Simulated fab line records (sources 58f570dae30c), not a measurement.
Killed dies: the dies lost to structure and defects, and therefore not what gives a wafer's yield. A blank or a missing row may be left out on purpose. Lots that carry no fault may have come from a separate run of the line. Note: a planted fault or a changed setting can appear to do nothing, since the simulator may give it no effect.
Comparing a struck lot with a sound one | flow berkeley cmos170 | 14 steps out of a route of 331
Sound: the wafers L201.1, L201.4, L201.6. The struck wafers were L214.1, L214.2, L214.6. The cause is named last.
For every step that has rows: the tool of each side, followed by ch and its chambers, followed by its first start. Under that, the readings that differ: sound wafers | struck wafers | difference of the means | sigmas: that difference in standard deviations of wafers without a fault.
alike: words and numbers the same on both sides, and readings whose means are apart by under 2 such deviations; not compared: readings that were withheld, readings missing a value for some wafer, numbers with overlapping values and no deviation given by the record, and bounds like >300 which may hide the same value.
The two part at a step that has a row with sigmas, a row that says differs or no value, or rows on one side only. Numbers that have no deviation but don't overlap get no sigmas and don't part them. A reading missing from all wafers of one side parts the sides only when that side holds two or more wafers.

first, 1 step without rows for these wafers: UCB170_NLDD_IMPLANT_09.
UCB170_NLDD_STRIP_10: strips in O2.
  sound on plasma asher-02 ch 0, day 6 04:40; struck on plasma asher-02 ch 0,1, day 9 03:04
  alike: drypump motor current A, oes product au, strip time to endpoint s
  not compared: rf hours counter h
UCB170_NLDD_TW_MEAS_11:
  sound: film metro-04 at day 6 04:46; struck: film metro-01 at day 9 03:10
  alike: NLDD_TW
then, 1 step without rows for these wafers: UCB170_NLDD_CLEAN_12 (cleans in SPM, time 600 s).
UCB170_SPACER_CVD_00: deposits SiO2 from TEOS/O2, target thk 376 nm, time 47 s.
  sound on pecvd-04 ch 0,1,2, day 6 05:00; struck on pecvd-02 ch 0,1, day 9 03:26
  alike: heater power w, pressure mtorr
  not compared: since wet clean h
UCB170_SPACER_THK_MEAS_01:
  sound: film metro-02 at day 6 05:03; struck: film metro-03 at day 9 03:29
  alike: SPACER_TEOS_THK
then, 1 step without rows for these wafers: UCB170_SPACER_ANNEAL_02 (time 1800 s).
UCB170_SPACER_ETCHBACK_03: etches SiO2 in CHF3/CF4/Ar, stops on Si, target depth 376 nm, time 100 s.
  sound on rie diel-01 ch 1,2,3, day 6 08:10; struck on rie diel-01 ch 1,2, day 9 06:41
  alike: drypump motor current A, oes product au, throttle valve pct
  not compared: rf hours counter h
then, 4 steps without rows for these wafers: UCB170_PSD_HMDS_00 (prime time 60 s); UCB170_PSD_COAT_01 (resist thk 900 nm); UCB170_PSD_SOFTBAKE_02 (time 60 s); UCB170_PSD_EXPOSE_03 (exposes mask PSELECT MOD, target cd 1200 nm).
UCB170_PSD_PEB_04:
  struck on litho track-01, day 9 07:49; sound on litho track-01 ch 0, day 6 09:12
  no value came back on the struck wafers for chill plate temp C (C), exhaust pa (Pa); on the sound wafers chill plate temp C (C) reads 22.98 22.83 22.99
then, 1 step without rows for these wafers: UCB170_PSD_DEVELOP_05 (develop time 45 s).

== WHERE THEY PART ==
Within this record, at UCB170_PSD_PEB_04 only.

WHY: whatever the simulator had introduced
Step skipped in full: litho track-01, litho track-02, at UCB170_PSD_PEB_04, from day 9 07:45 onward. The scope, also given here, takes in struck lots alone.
